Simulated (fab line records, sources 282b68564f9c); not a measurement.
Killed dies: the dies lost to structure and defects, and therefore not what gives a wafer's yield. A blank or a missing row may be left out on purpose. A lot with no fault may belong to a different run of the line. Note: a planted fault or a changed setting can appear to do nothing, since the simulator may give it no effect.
fab line records + flow rit_cmos
[record]
- lots = 6
- wafers = 18
- last_day = 7
route steps=202 shown CONTACT@177 M1@184
lots untouched by any fault: they come from a run of this same line in which no faults occurred
start_h: hours from the record's first day to the start of the lot's first wafer shown + wait_h: hours since the lot's step before + " repeats the value in the row above + L1.1+2: a single row standing in for several wafers + - no value, or no start was given + * or withheld: withheld + < > ~ a bound
route shown NAME@n: a module of which the file shows steps, and the number in the route of the first + usual: mean/standard deviation taken from wafers without a fault + same: alike in all rows + chamber/n: place in a boat + sites: readings site by site + _std_site: standard deviation across them + _edge_site: mean of outer sites minus mean of inner sites + radius_mm: how far each site lies from the wafer's centre + mask NAME#n: copy n + behind: the last tool/chamber to shape the wafer + hold: cause of the lot's hold/its duration in hours/its outcome + device: the transistor (n, p or np) that didn't switch + end of line: the tests these same wafers got at the end of their route + where a step has no rows: the recipe by itself + killed: dies that structure and defects cost at the first sort, which is not the same as the wafer's yield + map: per-die view of a wafer (x killed, . not killed, _ where there is no die)
set.NAME: setting as actually run; set.NAME@STEP: the setting as run at that earlier step + model.NAME: the simulator's own value behind a step, which no gauge read
certain route steps with their lots: each step a table, each wafer a row
services: when a tool's chamber went out of use (start_h, in hours from the record's first day, below 0 if earlier), for how many hours, and the reason
[[steps]]
[step RIT_CONTACT_OVL_MEAS_09]
[usual]
- CONTACT_OVL = 0.5/1.1
| lot.wafer | tool       | chamber | start_h | wait_h | CONTACT_OVL[nm] |
|-----------|------------|---------|---------|--------|-----------------|
| L642.3    | overlay-01 | -       | 61.90   | 0.1    | -0.1            |
| L642.4    | "          | -       | "       | "      | -1.2            |
| L642.5    | "          | -       | "       | "      | -0.1            |
| L645.1    | overlay-02 | -       | 75.90   | 0.1    | 1.5             |
| L645.3    | "          | -       | "       | "      | -0.6            |
| L645.5    | "          | -       | "       | "      | 0.3             |
| L646.1    | overlay-01 | -       | 82.40   | 0.1    | -0.6            |
| L646.5    | "          | -       | "       | "      | -0.1            |
| L646.6    | "          | -       | "       | "      | -0.5            |
| L647.4    | overlay-02 | -       | 86.26   | 0.1    | 1.6             |
| L647.5    | "          | -       | "       | "      | 1.3             |
| L647.6    | "          | -       | "       | "      | -0.2            |
| L656.2    | overlay-02 | -       | 133.78  | 0.1    | -0.9            |
| L656.3    | "          | -       | "       | "      | 1.1             |
| L656.4    | "          | -       | "       | "      | 1.9             |
| L662.2    | overlay-02 | -       | 163.08  | 0.1    | 0.4             |
| L662.3    | "          | -       | "       | "      | 1.8             |
| L662.4    | "          | -       | "       | "      | 0.3             |
[step RIT_CONTACT_HARDBAKE_10]
[recipe]
- resist = NOVOLAK
- temp_c = 140
- time_s = 60
[step RIT_CONTACT_ETCH_11]
[recipe]
- target_depth_a = 4800
- over_etch_frac = 0.2
- stop_on = TiSi2
- chemistry = CHF3/CF4/Ar
- target = SiO2
- CHF3_flow_sccm = 50
- cf4_flow_sccm = 10
- Ar_flow_sccm = 100
- O2_flow_sccm = 5
- pressure_mtorr = 100
- rf_w = 207.2
- time_s = 320
[usual]
- drypump_motor_current_A = 5.9/0.42
- mfc_ar_sccm = 99.98/0.28
- oes_product_au = 0.994/0.019
- throttle_valve_pct = 8.86/0.09
[same]
- over_etch_frac = 0.2
| lot.wafer | tool        | chamber | start_h | wait_h | drypump_motor_current_A | mfc_ar_sccm | oes_product_au | rf_hours_counter_h | throttle_valve_pct |
|-----------|-------------|---------|---------|--------|-------------------------|-------------|----------------|--------------------|--------------------|
| L642.3    | rie_diel-04 | 1       | 62.07   | 0.1    | 6.4                     | 100.09      | 1.001          | 151                | 8.65               |
| L642.4    | "           | 0       | "       | "      | 5.6                     | 100.24      | 1.004          | 50                 | 8.81               |
| L642.5    | "           | 0       | "       | "      | 5.6                     | 100.72      | 0.997          | -                  | 8.79               |
| L645.1    | rie_diel-02 | 2       | 76.09   | 0.1    | 6.0                     | 100.11      | 0.983          | 19                 | 8.95               |
| L645.3    | "           | 0       | "       | "      | 5.4                     | 100.03      | 1.008          | 91                 | 8.92               |
| L645.5    | "           | 0       | "       | "      | 5.4                     | 100.18      | 1.005          | -                  | 8.92               |
| L646.1    | rie_diel-02 | 1       | 82.59   | 0.1    | 5.6                     | 99.86       | 1.032          | 98                 | 8.78               |
| L646.5    | "           | 2       | "       | "      | 5.9                     | 100.06      | 0.989          | -                  | 8.96               |
| L646.6    | "           | 1       | "       | "      | 5.6                     | 99.67       | 1.024          | -                  | 8.77               |
| L647.4    | rie_diel-03 | 1       | 86.42   | 0.1    | 6.8                     | 100.11      | 0.986          | 159                | 8.98               |
| L647.5    | "           | 2       | "       | "      | 5.3                     | 100.14      | 0.982          | -                  | 8.83               |
| L647.6    | "           | 3       | "       | "      | 6.4                     | 100.14      | 0.975          | -                  | 8.89               |
| L656.2    | rie_diel-03 | 1       | 133.98  | 0.1    | 6.8                     | 99.82       | 0.976          | 0                  | 8.95               |
| L656.3    | "           | 3       | "       | "      | 6.4                     | 100.63      | 0.970          | 21                 | 8.87               |
| L656.4    | "           | 2       | "       | "      | 5.3                     | 100.03      | 0.993          | 7                  | 8.81               |
| L662.2    | rie_diel-03 | 2       | 163.29  | 0.1    | 5.3                     | 99.27       | 0.993          | 8                  | 8.84               |
| L662.3    | "           | 1       | "       | "      | 6.8                     | 99.86       | 0.986          | 1                  | 8.95               |
| L662.4    | "           | 1       | "       | "      | 6.8                     | 100.18      | 0.984          | -                  | 8.95               |
[step RIT_CONTACT_STRIP_12]
[recipe]
- chemistry = O2
- time_s = 180
- resist = NOVOLAK
- platen_temp_c = withheld
- power_w = 500
- pressure_mtorr = 4000
- o2_flow_sccm = 4000
[usual]
- drypump_motor_current_A = 5.8/0.59
| lot.wafer | tool            | chamber | start_h | wait_h | drypump_motor_current_A | rf_hours_counter_h |
|-----------|-----------------|---------|---------|--------|-------------------------|--------------------|
| L642.3    | plasma_asher-04 | 1       | 62.33   | 0.2    | 5.8                     | -                  |
| L642.4    | "               | 0       | "       | "      | 6.1                     | -                  |
| L642.5    | "               | 1       | "       | "      | 5.8                     | -                  |
| L645.1    | plasma_asher-01 | 0       | 76.28   | 0.1    | 5.2                     | 45                 |
| L645.3    | "               | 1       | "       | "      | 6.5                     | -                  |
| L645.5    | "               | 1       | "       | "      | 6.5                     | -                  |
| L646.1    | plasma_asher-01 | 1       | 82.78   | 0.1    | 6.5                     | 46                 |
| L646.5    | "               | 0       | "       | "      | 5.2                     | -                  |
| L646.6    | "               | 1       | "       | "      | 6.5                     | -                  |
| L647.4    | plasma_asher-04 | 0       | 86.68   | 0.2    | 6.0                     | -                  |
| L647.5    | "               | 1       | "       | "      | 5.8                     | -                  |
| L647.6    | "               | 0       | "       | "      | 6.0                     | -                  |
| L656.2    | plasma_asher-01 | 0       | 134.18  | 0.1    | 5.2                     | 53                 |
| L656.3    | "               | 1       | "       | "      | 6.5                     | -                  |
| L656.4    | "               | 0       | "       | "      | 5.3                     | -                  |
| L662.2    | plasma_asher-03 | 1       | 163.49  | 0.1    | 4.8                     | 31                 |
| L662.3    | "               | 1       | "       | "      | 4.9                     | -                  |
| L662.4    | "               | 0       | "       | "      | 6.3                     | -                  |
[step RIT_CONTACT_CD_MEAS_90]
[recipe]
- target_cd_nm = 1000
[usual]
- cd_nm = 1001.0/2.2
| lot.wafer | tool      | chamber | start_h | wait_h | cd_nm  |
|-----------|-----------|---------|---------|--------|--------|
| L642.3    | cd_sem-02 | -       | 62.48   | 0.1    | 1001.3 |
| L642.4    | "         | -       | "       | "      | 1002.0 |
| L642.5    | "         | -       | "       | "      | 1002.9 |
| L645.1    | cd_sem-02 | -       | 76.46   | 0.1    | 997.6  |
| L645.3    | "         | -       | "       | "      | 996.4  |
| L645.5    | "         | -       | "       | "      | 998.2  |
| L646.1    | cd_sem-01 | -       | 82.96   | 0.1    | 1003.6 |
| L646.5    | "         | -       | "       | "      | 1002.5 |
| L646.6    | "         | -       | "       | "      | 1003.3 |
| L647.4    | cd_sem-02 | -       | 86.85   | 0.1    | 1003.5 |
| L647.5    | "         | -       | "       | "      | 1003.0 |
| L647.6    | "         | -       | "       | "      | 1004.4 |
| L656.2    | cd_sem-02 | -       | 134.37  | 0.1    | 1002.4 |
| L656.3    | "         | -       | "       | "      | 1003.4 |
| L656.4    | "         | -       | "       | "      | 1003.5 |
| L662.2    | cd_sem-02 | -       | 163.68  | 0.1    | 999.2  |
| L662.3    | "         | -       | "       | "      | 997.8  |
| L662.4    | "         | -       | "       | "      | 996.5  |
[step RIT_CONTACT_CLEAN_13]
[recipe]
- chemistry = SC1
- mix = 3:3:50
- time_s = 600
- temp_c = 75
[step RIT_CONTACT_CLEAN_14]
[recipe]
- chemistry = SC2
- mix = 3:3:50
- time_s = 600
- temp_c = 75
- dry = n2_spin
[step RIT_M1_SPUTTER_00]
[recipe]
- material = Al
- target_thk_nm = 400
- power_w = 2000
- chamber_pressure_pa = 0.4
- gas = Ar
- time_s = 500
- substrate_temp_c = 25
[usual]
- chamber_pressure_pa = 0.4000/0.00076
- throttle_valve_pct = 30.0/0.97
| lot.wafer | tool           | chamber | start_h | wait_h | chamber_pressure_pa | throttle_valve_pct |
|-----------|----------------|---------|---------|--------|---------------------|--------------------|
| L642.3    | pvd_sputter-02 | -       | 62.91   | 0.0    | 0.3994              | 29.9               |
| L642.4    | "              | -       | "       | "      | 0.3998              | 30.3               |
| L642.5    | "              | -       | "       | "      | 0.3999              | 29.7               |
| L645.1    | pvd_sputter-04 | -       | 76.94   | 0.0    | 0.3981              | 31.3               |
| L645.3    | "              | -       | "       | "      | 0.4006              | 30.9               |
| L645.5    | "              | -       | "       | "      | 0.3994              | 30.9               |
| L646.1    | pvd_sputter-02 | -       | 83.43   | 0.0    | 0.3996              | 28.6               |
| L646.5    | "              | -       | "       | "      | 0.3985              | 28.9               |
| L646.6    | "              | -       | "       | "      | 0.3996              | 30.0               |
| L647.4    | pvd_sputter-04 | -       | 87.44   | 0.0    | 0.4006              | 30.2               |
| L647.5    | "              | -       | "       | "      | 0.3994              | 30.8               |
| L647.6    | "              | -       | "       | "      | 0.3988              | 31.3               |
| L656.2    | pvd_sputter-02 | -       | 135.00  | 0.0    | 0.4014              | 28.4               |
| L656.3    | "              | -       | "       | "      | 0.3996              | 29.8               |
| L656.4    | "              | -       | "       | "      | 0.3993              | 28.7               |
| L662.2    | pvd_sputter-01 | -       | 164.16  | 0.0    | 0.4014              | 29.7               |
| L662.3    | "              | -       | "       | "      | 0.3997              | 29.3               |
| L662.4    | "              | -       | "       | "      | 0.3995              | 31.0               |
[step RIT_M1_RS_MEAS_01]
[recipe]
- thk_meas_gauge = four-point-probe
- reads = Al_of_M1_SPUTTER_00
[usual]
- M1_AL_RS = 0.0737/0.0008
| lot.wafer | tool          | chamber | start_h | wait_h | M1_AL_RS[ohm/sq] |
|-----------|---------------|---------|---------|--------|------------------|
| L642.3    | film_metro-03 | -       | 63.25   | 0.2    | 0.0741           |
| L642.4    | "             | -       | "       | "      | 0.0744           |
| L642.5    | "             | -       | "       | "      | 0.0738           |
| L645.1    | film_metro-03 | -       | 77.24   | 0.1    | 0.0731           |
| L645.3    | "             | -       | "       | "      | 0.0740           |
| L645.5    | "             | -       | "       | "      | 0.0738           |
| L646.1    | film_metro-02 | -       | 83.72   | 0.1    | 0.0734           |
| L646.5    | "             | -       | "       | "      | 0.0727           |
| L646.6    | "             | -       | "       | "      | 0.0731           |
| L647.4    | film_metro-03 | -       | 87.79   | 0.2    | 0.0726           |
| L647.5    | "             | -       | "       | "      | 0.0734           |
| L647.6    | "             | -       | "       | "      | 0.0731           |
| L656.2    | film_metro-02 | -       | 135.31  | 0.2    | 0.0738           |
| L656.3    | "             | -       | "       | "      | 0.0736           |
| L656.4    | "             | -       | "       | "      | 0.0734           |
| L662.2    | film_metro-03 | -       | 164.50  | 0.2    | 0.0736           |
| L662.3    | "             | -       | "       | "      | 0.0736           |
| L662.4    | "             | -       | "       | "      | 0.0736           |
[step RIT_M1_THK_MEAS_02]
[recipe]
- thk_meas_gauge = xrf
- reads = Al_of_M1_SPUTTER_00
[usual]
- M1_AL_THK = 399/5
| lot.wafer | tool          | chamber | start_h | wait_h | M1_AL_THK[nm] |
|-----------|---------------|---------|---------|--------|---------------|
| L642.3    | film_metro-03 | -       | 63.35   | 0.1    | 396           |
| L642.4    | "             | -       | "       | "      | 392           |
| L642.5    | "             | -       | "       | "      | 396           |
| L645.1    | film_metro-03 | -       | 77.36   | 0.1    | 402           |
| L645.3    | "             | -       | "       | "      | 396           |
| L645.5    | "             | -       | "       | "      | 400           |
| L646.1    | film_metro-02 | -       | 83.84   | 0.1    | 398           |
| L646.5    | "             | -       | "       | "      | 405           |
| L646.6    | "             | -       | "       | "      | 400           |
| L647.4    | film_metro-03 | -       | 87.88   | 0.1    | 404           |
| L647.5    | "             | -       | "       | "      | 400           |
| L647.6    | "             | -       | "       | "      | 402           |
| L656.2    | film_metro-02 | -       | 135.42  | 0.1    | 396           |
| L656.3    | "             | -       | "       | "      | 397           |
| L656.4    | "             | -       | "       | "      | 399           |
| L662.2    | film_metro-03 | -       | 164.61  | 0.1    | 399           |
| L662.3    | "             | -       | "       | "      | 399           |
| L662.4    | "             | -       | "       | "      | 399           |
[step RIT_M1_HMDS_03]
[recipe]
- prime_time_s = 60
- prime_temp_c = 140
[step RIT_M1_COAT_04]
[recipe]
- resist = NOVOLAK
- spin_rpm = 2000
- resist_thk_nm = 1300
[step RIT_M1_SOFTBAKE_05]
[recipe]
- resist = NOVOLAK
- temp_c = 90
- time_s = 60
[usual]
- chill_plate_temp_C = 23.03/0.11
- heater_power_total_W = 34.57/0.052
- plate_temp_C = 90.00/0.13
| lot.wafer | tool           | chamber | start_h | wait_h | chill_plate_temp_C | heater_power_total_W | plate_temp_C |
|-----------|----------------|---------|---------|--------|--------------------|----------------------|--------------|
| L642.3    | litho_track-02 | 0       | 63.74   | 0.1    | 22.82              | 34.57                | 90.02        |
| L642.4    | "              | 0       | "       | "      | 23.00              | 34.61                | 89.96        |
| L642.5    | "              | 0       | "       | "      | 23.02              | 34.50                | 89.90        |
| L645.1    | litho_track-03 | 0       | 77.78   | 0.1    | 22.95              | 35.39                | 91.69        |
| L645.3    | "              | 0       | "       | "      | 23.01              | 35.39                | 91.68        |
| L645.5    | "              | 0       | "       | "      | 22.99              | 35.49                | 91.56        |
| L646.1    | litho_track-03 | 0       | 84.20   | 0.1    | 23.06              | 35.48                | 91.73        |
| L646.5    | "              | 0       | "       | "      | 23.13              | 35.49                | 91.53        |
| L646.6    | "              | 0       | "       | "      | 23.21              | 35.47                | 91.75        |
| L647.4    | litho_track-02 | 0       | 88.29   | 0.1    | 22.93              | 34.54                | 90.01        |
| L647.5    | "              | 0       | "       | "      | 23.00              | 34.55                | 90.08        |
| L647.6    | "              | 0       | "       | "      | 22.94              | 34.62                | 89.94        |
| L656.2    | litho_track-02 | 0       | 135.80  | 0.1    | 23.00              | 34.65                | 90.00        |
| L656.3    | "              | 0       | "       | "      | 23.12              | 34.45                | 90.17        |
| L656.4    | "              | 0       | "       | "      | 23.22              | 34.56                | 89.94        |
| L662.2    | litho_track-03 | 0       | 164.99  | 0.1    | 23.07              | 34.52                | 90.12        |
| L662.3    | "              | 0       | "       | "      | 23.06              | 34.53                | 89.84        |
| L662.4    | "              | 0       | "       | "      | 23.07              | 34.59                | 90.04        |
[step RIT_M1_EXPOSE_06]
[recipe]
- mask_id = M12
- na = 0.6
- source_shape = conventional
- sigma_outer = 0.5
- target_cd_nm = 2600
- dose_mj = 250
[step RIT_M1_PROBE_99]
[usual]
- defect_limited_yield = 97.4/1.2
- killed_at_front_end = 7/3.3
- killed_dies = 7/3.3
- killed_open = 3.3/1.9
- killed_short = 3.6/2.1
- sort_bin_3_pad_short = 0.1/0.23
- sort_bin_5_function = 1.5/0.92
- sort_bin_6_memory = 1.0/0.64
- sort_n_pass = 257/3.3
- sort_yield_pct = 97.4/1.2
[same]
- gross_dies = 264
- killed_at_M0_to_M3 = 0
- killed_at_M4_up = 0
- killed_at_back_side = 0
- killed_at_contacts = 0
- killed_at_other = 0
| lot.wafer | tool      | chamber | start_h | wait_h | defect_limited_yield[%] | killed_at_front_end | killed_dies | killed_open | killed_short | sort_bin_3_pad_short[%] | sort_bin_5_function[%] | sort_bin_6_memory[%] | sort_n_pass | sort_yield_pct[%] |
|-----------|-----------|---------|---------|--------|-------------------------|---------------------|-------------|-------------|--------------|-------------------------|------------------------|----------------------|-------------|-------------------|
| L642.3    | prober-02 | -       | 67.34   | 0.2    | 97.0                    | 8                   | 8           | 6           | 2            | 0.4                     | 1.5                    | 1.1                  | 256         | 97.0              |
| L642.4    | prober-02 | -       | 67.39   | 0.2    | 96.2                    | 10                  | 10          | 4           | 6            | 0                       | 1.9                    | 1.9                  | 254         | 96.2              |
| L642.5    | prober-02 | -       | 67.44   | 0.2    | 95.5                    | 12                  | 12          | 5           | 6            | 0                       | 3.0                    | 1.5                  | 252         | 95.5              |
| L645.1    | prober-01 | -       | 81.04   | 0.1    | 97.3                    | 7                   | 7           | 4           | 3            | 0                       | 1.1                    | 1.5                  | 257         | 97.3              |
| L645.3    | prober-01 | -       | 81.14   | 0.2    | 98.9                    | 3                   | 3           | 1           | 1            | 0                       | 0.8                    | 0.4                  | 261         | 98.9              |
| L645.5    | prober-01 | -       | 81.24   | 0.2    | 97.0                    | 8                   | 8           | 4           | 4            | 0                       | 1.5                    | 1.5                  | 256         | 97.0              |
| L646.1    | prober-02 | -       | 87.56   | 0.1    | 96.2                    | 10                  | 10          | 5           | 5            | 0.4                     | 2.7                    | 0.8                  | 254         | 96.2              |
| L646.5    | prober-02 | -       | 87.76   | 0.2    | 98.5                    | 4                   | 4           | 1           | 3            | 0.4                     | 0.4                    | 0.8                  | 260         | 98.5              |
| L646.6    | prober-02 | -       | 87.81   | 0.2    | 98.9                    | 3                   | 3           | 1           | 2            | 0                       | 0.4                    | 0.8                  | 261         | 98.9              |
| L647.4    | prober-01 | -       | 92.00   | 0.2    | 99.6                    | 1                   | 1           | 1           | 0            | 0                       | 0                      | 0.4                  | 263         | 99.6              |
| L647.5    | prober-01 | -       | 92.05   | 0.2    | 98.1                    | 5                   | 5           | 3           | 2            | 0                       | 1.1                    | 0.8                  | 259         | 98.1              |
| L647.6    | prober-01 | -       | 92.10   | 0.2    | 97.3                    | 7                   | 7           | 3           | 4            | 0                       | 0.8                    | 1.9                  | 257         | 97.3              |
| L656.2    | prober-02 | -       | 139.06  | 0.1    | 97.7                    | 6                   | 6           | 3           | 3            | 0                       | 1.9                    | 0.4                  | 258         | 97.7              |
| L656.3    | prober-02 | -       | 139.11  | 0.2    | 99.2                    | 2                   | 2           | 1           | 1            | 0                       | 0.8                    | 0                    | 262         | 99.2              |
| L656.4    | prober-02 | -       | 139.16  | 0.2    | 97.7                    | 6                   | 6           | 3           | 3            | 0.4                     | 1.1                    | 0.8                  | 258         | 97.7              |
| L662.2    | prober-02 | -       | 168.27  | 0.1    | 97.7                    | 6                   | 6           | 5           | 1            | 0                       | 1.5                    | 0.8                  | 258         | 97.7              |
| L662.3    | prober-02 | -       | 168.32  | 0.2    | 98.5                    | 4                   | 4           | 2           | 2            | 0                       | 1.1                    | 0.4                  | 260         | 98.5              |
| L662.4    | prober-02 | -       | 168.37  | 0.2    | 97.0                    | 8                   | 8           | 5           | 3            | 0                       | 2.7                    | 0.4                  | 256         | 97.0              |
// killed by level:class
L642.3 FOX1:geometric_particle:open=3 REOX:geometric_particle:open=2 FOX1:geometric_particle:short=1 GATE:geometric_particle:open=1 SILICIDE:geometric_particle:short=1
L642.4 GATE:geometric_particle:open=4 SILICIDE:geometric_particle:short=2 ACTIVE:geometric_particle:short=1 FOX1:geometric_particle:short=1 FOX2:geometric_particle:short=1 GATE:geometric_particle:short=1
L642.5 GATE:geometric_particle:open=3 GATE:geometric_particle:short=2 REOX:geometric_particle:short=2 SPACER:geometric_particle:short=2 REOX:geometric_particle:open=1 SILICIDE:geometric_particle:open=1 PSD:coat_microbubble_printed=1
L645.1 GATE:geometric_particle:open=3 FOX2:geometric_particle:short=1 GATE:geometric_particle:short=1 REOX:geometric_particle:short=1 SPACER:geometric_particle:open=1
L645.3 GATE:geometric_particle:open=1 SPACER:geometric_particle:short=1 PRETRO:coat_microbubble_printed=1
L645.5 GATE:geometric_particle:short=2 SPACER:geometric_particle:open=2 ACTIVE:geometric_particle:short=1 FOX2:geometric_particle:open=1 GATE:geometric_particle:open=1 SPACER:geometric_particle:short=1
L646.1 GATE:geometric_particle:short=2 FOX1:geometric_particle:short=1 FOX1:geometric_particle:open=1 FOX2:geometric_particle:open=1 GATE:geometric_particle:open=1 REOX:geometric_particle:short=1 SPACER:geometric_particle:open=1 SPACER:geometric_particle:short=1
L646.5 FOX1:geometric_particle:short=2 GATE:geometric_particle:short=1 SILICIDE:geometric_particle:open=1
L646.6 FOX1:geometric_particle:short=1 GATE:geometric_particle:short=1 SPACER:geometric_particle:open=1
L647.4 REOX:geometric_particle:open=1
L647.5 FOX1:geometric_particle:open=1 FOX2:geometric_particle:short=1 GATE:geometric_particle:open=1 GATE:geometric_particle:short=1 SPACER:geometric_particle:open=1
L647.6 SPACER:geometric_particle:short=3 FOX1:geometric_particle:short=1 FOX2:geometric_particle:open=1 REOX:geometric_particle:open=1 SPACER:geometric_particle:open=1
L656.2 GATE:geometric_particle:open=3 FOX1:geometric_particle:short=1 GATE:geometric_particle:short=1 REOX:geometric_particle:short=1
L656.3 GATE:geometric_particle:open=1 GATE:geometric_particle:short=1
L656.4 GATE:geometric_particle:short=2 FOX1:geometric_particle:open=1 GATE:geometric_particle:open=1 REOX:geometric_particle:open=1 SPACER:geometric_particle:short=1
L662.2 GATE:geometric_particle:open=2 FOX1:geometric_particle:open=1 FOX2:geometric_particle:open=1 GATE:geometric_particle:short=1 REOX:geometric_particle:open=1
L662.3 GATE:geometric_particle:short=2 GATE:geometric_particle:open=1 REOX:geometric_particle:open=1
L662.4 GATE:geometric_particle:open=3 GATE:geometric_particle:short=2 REOX:geometric_particle:short=1 SPACER:geometric_particle:open=1 SILICIDE:geometric_particle:open=1
[[services]]
| tool            | chamber | start_h | hours | kind           |
|-----------------|---------|---------|-------|----------------|
| plasma_asher-03 | -       | 41.25   | 0.8   | repair         |
| rie_diel-04     | 2       | 54.72   | 5.8   | repair         |
| rie_diel-02     | 3       | 67.37   | 15.7  | repair         |
| rie_diel-03     | 1       | 68.17   | 6.2   | repair         |
| rie_diel-03     | 0       | 68.49   | 5.7   | repair         |
| rie_diel-03     | -       | 85.58   | 0.6   | repair         |
| rie_diel-03     | 2       | 96.21   | 16.5  | repair         |
| plasma_asher-03 | -       | 99.91   | 28.1  | pm             |
| rie_diel-03     | 1       | 112.70  | -     | clean          |
| rie_diel-03     | 1       | 112.70  | 15.8  | scheduled_down |
| rie_diel-03     | 1       | 112.70  | 15.8  | vent_cycle     |
| rie_diel-03     | 3       | 121.65  | 1.3   | repair         |
| rie_diel-04     | -       | 126.30  | 2.6   | repair         |
| plasma_asher-01 | -       | 129.07  | 1.5   | repair         |
| plasma_asher-03 | -       | 136.23  | 5.4   | repair         |
| pvd_sputter-01  | -       | 138.47  | 10.1  | repair         |
| rie_diel-03     | 3       | 139.45  | 32.5  | repair         |
| rie_diel-04     | 1       | 146.57  | -     | clean          |
| rie_diel-04     | 1       | 146.57  | 12.2  | scheduled_down |
| rie_diel-04     | 1       | 146.57  | 12.2  | vent_cycle     |
| rie_diel-03     | -       | 148.19  | 2.8   | pm             |
| rie_diel-04     | -       | 149.86  | 0.8   | repair         |
[[key]]
[first_sign]
- step = RIT_M1_SOFTBAKE_05
- reading = heater_power_total_W
- direction = up
- sigmas = 17
- usual = 34.57
- struck = 35.45
[effect]
- step = RIT_M1_SOFTBAKE_05
- reading = plate_temp_C
- direction = up
- sigmas = 13
- usual = *
- struck = *
met_at RIT_M1_SOFTBAKE_05
struck_wafers L645.1,L645.3,L645.5,L646.1,L646.5,L646.6
[fault]
- kind = process_parameter_drift
- tool = litho_track-03
- chamber = -
- onset_h = 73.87
- steps = RIT_M1_SOFTBAKE_05
- channel = temp_c
- offset = *
- shape = step
- end_h = 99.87
- acts_in = *
- stated = *
